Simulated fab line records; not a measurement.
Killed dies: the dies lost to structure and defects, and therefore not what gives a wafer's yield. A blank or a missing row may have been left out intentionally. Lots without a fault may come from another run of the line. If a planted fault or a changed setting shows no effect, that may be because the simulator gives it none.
The tool behind it: which one? :: flow rit-cmos :: 42 wafers from 14 lots sampled at 3 of the route's 202 steps

== WHAT EACH GAUGE READ, for each wafer ==
RIT_NWELL_TW_MEAS_10.
lot: L787
measured: day 2 10:59
on: film-metro-03
NWELL_TW: 2107 2118 2109

lot: L788
measured: day 2 14:01
on: film-metro-03
NWELL_TW: 2109 2111 2120

lot: L789
measured: day 2 19:17
on: film-metro-03
NWELL_TW: 2112 2106 2111

lot: L791
measured: day 3 05:37
on: film-metro-04
NWELL_TW: 2158 2166 2168

lot: L793
measured: day 3 15:54
on: film-metro-01
NWELL_TW: 2135 2143 2148

lot: L794
measured: day 3 21:01
on: film-metro-01
NWELL_TW: 2139 2138 2135

lot: L795
measured: day 3 23:43
on: film-metro-03
NWELL_TW: 2105 2118 2099

lot: L796
measured: day 4 04:59
on: film-metro-03
NWELL_TW: 2106 2113 2117

lot: L797
measured: day 4 10:44
on: film-metro-04
NWELL_TW: 2014 2024 2005

lot: L801
measured: day 5 06:58
on: film-metro-01
NWELL_TW: 2147 2144 2141

lot: L802
measured: day 5 11:25
on: film-metro-01
NWELL_TW: 1981 1994 1990

lot: L804
measured: day 5 22:17
on: film-metro-01
NWELL_TW: 2143 2130 2149

lot: L805
measured: day 6 02:22
on: film-metro-01
NWELL_TW: 2148 2154 2136

lot: L806
measured: day 6 07:40
on: film-metro-04
NWELL_TW: 2173 2160 2171

RIT_WELLDRIVE_RS_MEAS_01: a four-point-probe measurement.
lot: L787
measured: day 2 18:34
on: film-metro-01
NWELL_RS (ohm/sq): 274.7 275.9 275.4

lot: L788
measured: day 2 22:55
on: film-metro-04
NWELL_RS (ohm/sq): 276.3 275.3 276.1

lot: L789
measured: day 3 02:17
on: film-metro-01
NWELL_RS (ohm/sq): 275.2 275.0 276.1

lot: L791
measured: day 3 12:35
on: film-metro-03
NWELL_RS (ohm/sq): 275.2 274.5 275.9

lot: L793
measured: day 3 22:59
on: film-metro-03
NWELL_RS (ohm/sq): 275.4 274.8 275.6

lot: L794
measured: day 4 05:20
on: film-metro-03
NWELL_RS (ohm/sq): 276.7 276.2 276.5

lot: L795
measured: day 4 07:31
on: film-metro-01
NWELL_RS (ohm/sq): 274.9 274.8 274.3

lot: L796
measured: day 4 11:58
on: film-metro-01
NWELL_RS (ohm/sq): 274.8 273.8 274.3

lot: L797
measured: day 4 17:58
on: film-metro-04
NWELL_RS (ohm/sq): 277.3 276.9 277.1

lot: L801
measured: day 5 13:47
on: film-metro-01
NWELL_RS (ohm/sq): 274.4 274.4 274.9

lot: L802
measured: day 5 18:52
on: film-metro-01
NWELL_RS (ohm/sq): 277.3 277.6 277.8

lot: L804
measured: day 6 05:18
on: film-metro-03
NWELL_RS (ohm/sq): 275.6 275.3 274.8

lot: L805
measured: day 6 09:04
on: film-metro-03
NWELL_RS (ohm/sq): 274.3 275.4 275.3

lot: L806
measured: day 6 14:22
on: film-metro-04
NWELL_RS (ohm/sq): 276.0 275.7 274.9

== EACH LOT AND THE TOOL THAT RAN IT (in order: tool; ch and the chambers of the sampled wafers; start) ==
lot: L787
RIT_NWELL_IMPLANT_08: implanter-04 ch 0, day 2 10:40

lot: L788
RIT_NWELL_IMPLANT_08: implanter-04 ch 0, day 2 13:42

lot: L789
RIT_NWELL_IMPLANT_08: implanter-04 ch 0, day 2 18:58

lot: L791
RIT_NWELL_IMPLANT_08: implanter-03 ch 0, day 3 05:17

lot: L793
RIT_NWELL_IMPLANT_08: implanter-04 ch 0, day 3 15:35

lot: L794
RIT_NWELL_IMPLANT_08: implanter-03 ch 0, day 3 20:41

lot: L795
RIT_NWELL_IMPLANT_08: implanter-03 ch 0, day 3 23:24

lot: L796
RIT_NWELL_IMPLANT_08: implanter-04 ch 0, day 4 04:39

lot: L797
RIT_NWELL_IMPLANT_08: implanter-04 ch 0, day 4 10:28

lot: L801
RIT_NWELL_IMPLANT_08: implanter-03 ch 0, day 5 06:38

lot: L802
RIT_NWELL_IMPLANT_08: implanter-04 ch 0, day 5 11:05

lot: L804
RIT_NWELL_IMPLANT_08: implanter-01 ch 0, day 5 21:59

lot: L805
RIT_NWELL_IMPLANT_08: implanter-03 ch 0, day 6 02:02

lot: L806
RIT_NWELL_IMPLANT_08: implanter-01 ch 0, day 6 07:20
- RIT_NWELL_IMPLANT_08

== WHAT THE TOOLS THEMSELVES READ (means of the sampled wafers that have a number; where no wafer has one, the mark that the record gives instead) ==
RIT_NWELL_IMPLANT_08.
lot: L787
tool: implanter-04
beam-energy-keV: 169.99

lot: L788
tool: implanter-04
beam-energy-keV: 169.98

lot: L789
tool: implanter-04
beam-energy-keV: 170.02

lot: L791
tool: implanter-03
beam-energy-keV: 170.05

lot: L793
tool: implanter-04
beam-energy-keV: 170.03

lot: L794
tool: implanter-03
beam-energy-keV: 169.99

lot: L795
tool: implanter-03
beam-energy-keV: 169.99

lot: L796
tool: implanter-04
beam-energy-keV: 170.01

lot: L797
tool: implanter-04
beam-energy-keV: 119.02

lot: L801
tool: implanter-03
beam-energy-keV: 169.97

lot: L802
tool: implanter-04
beam-energy-keV: 118.97

lot: L804
tool: implanter-01
beam-energy-keV: 170.01

lot: L805
tool: implanter-03
beam-energy-keV: 169.94

lot: L806
tool: implanter-01
beam-energy-keV: 170.02

== THE ANSWER, worked out from the rows above alone ==
Rule: what is usual is taken from the lots themselves. The widest of any qualifying gaps counts: lots, ordered by their means at a reading, are off when they make up no more than a third of the lots, leave a main group of 4 or more, and stand apart from it by 3 or more times the standard deviation of that group's means. A main group whose means are all the same, to the digits that the tables above print for the reading, isn't used. A lot without any number at a reading at which 4 lots or more have one is off too. Where the step has rows for the other lots, those lots are counted as sound. Order of review: gauges by route order, followed by the tools' own readings, for which a lot's mean as printed above is used. At the first step where some lot is off, the reading lying furthest off is the one used; lots without a number count as furthest.
Off: at RIT_NWELL_TW_MEAS_10 (NWELL_TW), L797, L802. The main group has a mean of 2133 with a standard deviation of 21.
A tool fits if, at a process step before that reading, it ran every lot that is off, and no sound lot after the first of them. Not tried: the gauges at RIT_NWELL_TW_MEAS_10; whatever is off there is also off at RIT_NWELL_IMPLANT_08, on other tools, and gauge error can't account for it. One fits: RIT_NWELL_IMPLANT_08 on implanter-04. A fault onset in the window from L796 (day 4 04:39, its last sound lot) to L797 (day 4 10:28, its first lot off) fits.
The tool's own readings at RIT_NWELL_IMPLANT_08 bear it out: on the lots that are off they differ by more than 5 times the standard deviation of the sound lots' means. beam-energy-keV reads 119.00 there against 170.00 on the sound lots.

== WHAT THE SIMULATOR HAD INSERTED ==
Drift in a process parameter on implanter-04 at RIT_NWELL_IMPLANT_08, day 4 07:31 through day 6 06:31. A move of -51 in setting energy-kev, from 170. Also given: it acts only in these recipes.
Lots struck among those shown: L797, L802. The rule above reached the same finding.
